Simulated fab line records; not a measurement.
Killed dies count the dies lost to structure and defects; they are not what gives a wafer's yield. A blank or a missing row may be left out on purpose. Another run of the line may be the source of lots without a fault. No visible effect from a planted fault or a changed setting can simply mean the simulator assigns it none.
A sampling plan put to the test | flow berkeley_cmos170 | one fab line, 13 faults that these records tell of, each judged on the records of the lots that it struck; 1 more is left out, because the records don't allow judging it
The line's own looks make up the plan; these are the steps of the route where a gauge or inspection reads the wafer and leaves it unchanged. A look can be judged if struck wafers have a number there and the file gives its usual mean and standard deviation on fault-free wafers. Caught: at a look after the fault's first step, the mean of the struck wafers lies 4 or more of those standard deviations (sigma) from the usual mean. On the tool: the fault's steps, tested the same way using the tool's own readings. Also counted as caught: the struck wafers showing another recipe, or a record that is empty for them alone.

## THE FAULTS, as the simulator had put them in
1. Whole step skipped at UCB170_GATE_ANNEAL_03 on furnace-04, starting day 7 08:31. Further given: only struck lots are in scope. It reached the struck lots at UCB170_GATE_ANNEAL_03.
2. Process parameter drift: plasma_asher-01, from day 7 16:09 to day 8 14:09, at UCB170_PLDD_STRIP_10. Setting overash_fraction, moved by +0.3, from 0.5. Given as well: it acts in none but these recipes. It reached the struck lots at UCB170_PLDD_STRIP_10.
3. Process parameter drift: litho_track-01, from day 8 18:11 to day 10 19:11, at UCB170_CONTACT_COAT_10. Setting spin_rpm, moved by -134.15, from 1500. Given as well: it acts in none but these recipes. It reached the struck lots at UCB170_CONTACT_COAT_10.
4. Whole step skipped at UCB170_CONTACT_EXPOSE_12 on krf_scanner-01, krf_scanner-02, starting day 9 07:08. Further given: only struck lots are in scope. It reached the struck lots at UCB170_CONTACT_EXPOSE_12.
5. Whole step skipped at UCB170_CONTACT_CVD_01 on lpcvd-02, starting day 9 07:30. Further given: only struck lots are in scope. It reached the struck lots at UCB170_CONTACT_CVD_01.
6. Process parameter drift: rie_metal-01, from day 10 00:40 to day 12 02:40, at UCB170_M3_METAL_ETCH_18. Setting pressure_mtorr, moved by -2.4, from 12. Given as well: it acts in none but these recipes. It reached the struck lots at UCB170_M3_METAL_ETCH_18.
7. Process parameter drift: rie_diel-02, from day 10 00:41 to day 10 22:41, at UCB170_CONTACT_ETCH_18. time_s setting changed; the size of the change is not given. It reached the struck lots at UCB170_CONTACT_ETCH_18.
8. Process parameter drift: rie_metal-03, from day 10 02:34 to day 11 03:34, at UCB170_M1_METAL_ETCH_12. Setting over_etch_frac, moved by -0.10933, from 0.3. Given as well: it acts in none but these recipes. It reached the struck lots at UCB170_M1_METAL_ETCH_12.
9. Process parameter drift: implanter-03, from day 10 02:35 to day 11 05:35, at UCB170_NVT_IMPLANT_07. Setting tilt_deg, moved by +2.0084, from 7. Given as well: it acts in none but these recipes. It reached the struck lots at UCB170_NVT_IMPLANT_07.
10. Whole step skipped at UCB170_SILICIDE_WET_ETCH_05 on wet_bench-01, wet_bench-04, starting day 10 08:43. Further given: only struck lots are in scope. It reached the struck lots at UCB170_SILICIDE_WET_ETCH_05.
11. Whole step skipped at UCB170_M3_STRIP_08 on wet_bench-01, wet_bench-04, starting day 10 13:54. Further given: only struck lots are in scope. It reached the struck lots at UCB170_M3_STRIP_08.
12. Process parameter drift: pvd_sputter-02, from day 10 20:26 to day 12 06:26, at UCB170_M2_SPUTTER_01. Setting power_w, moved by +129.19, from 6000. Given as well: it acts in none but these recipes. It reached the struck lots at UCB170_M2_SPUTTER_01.
13. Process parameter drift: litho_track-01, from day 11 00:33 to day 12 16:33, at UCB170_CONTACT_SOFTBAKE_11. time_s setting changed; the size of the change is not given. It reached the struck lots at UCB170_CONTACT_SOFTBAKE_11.

## WHAT THE PLAN SAW
fault | on the tool itself                               | first look that catches it                   | reading, sigma | median hours from its first step to that look | hours from the fault's start to the first struck lot there | judged looks passed uncaught
1     | the tool's record is blank for the struck wafers | no look after it can be judged               | -              | -                                             | -                                                          | 0
2     | oes_product_au -19 sigma                         | no look after it can be judged               | -              | -                                             | -                                                          | 0
3     | spin_speed_rpm -99 or beyond sigma               | not the one look that can be judged after it | -              | -                                             | -                                                          | 1
4     | no reading that can be judged                    | no look after it can be judged               | -              | -                                             | -                                                          | 0
5     | the tool's record is blank for the struck wafers | no look after it can be judged               | -              | -                                             | -                                                          | 0
6     | chamber_pressure_mTorr -99 or beyond sigma       | no look after it can be judged               | -              | -                                             | -                                                          | 0
7     | run_length_s -23 sigma                           | no look after it can be judged               | -              | -                                             | -                                                          | 0
8     | oes_product_au +4.6 sigma                        | no look after it can be judged               | -              | -                                             | -                                                          | 0
9     | tilt_deg +99 or beyond sigma                     | no look after it can be judged               | -              | -                                             | -                                                          | 0
10    | the tool's record is blank for the struck wafers | not the one look that can be judged after it | -              | -                                             | -                                                          | 1
11    | the tool's record is blank for the struck wafers | no look after it can be judged               | -              | -                                             | -                                                          | 0
12    | cathode_dc_power_W +99 or beyond sigma           | no look after it can be judged               | -              | -                                             | -                                                          | 0
13    | run_length_s +7.3 sigma                          | no look after it can be judged               | -              | -                                             | -                                                          | 0
A dash: the fault is not caught, or the number is missing from these records.

Caught at a look: 0 of 13. Caught on the tool: 12 of 13. By one or the other: 12 of 13.
On the tool alone, faults 1, 2, 3, 5, 6, 7, 8, 9, 10, 11, 12, 13 were caught.
Caught by neither: fault 4.
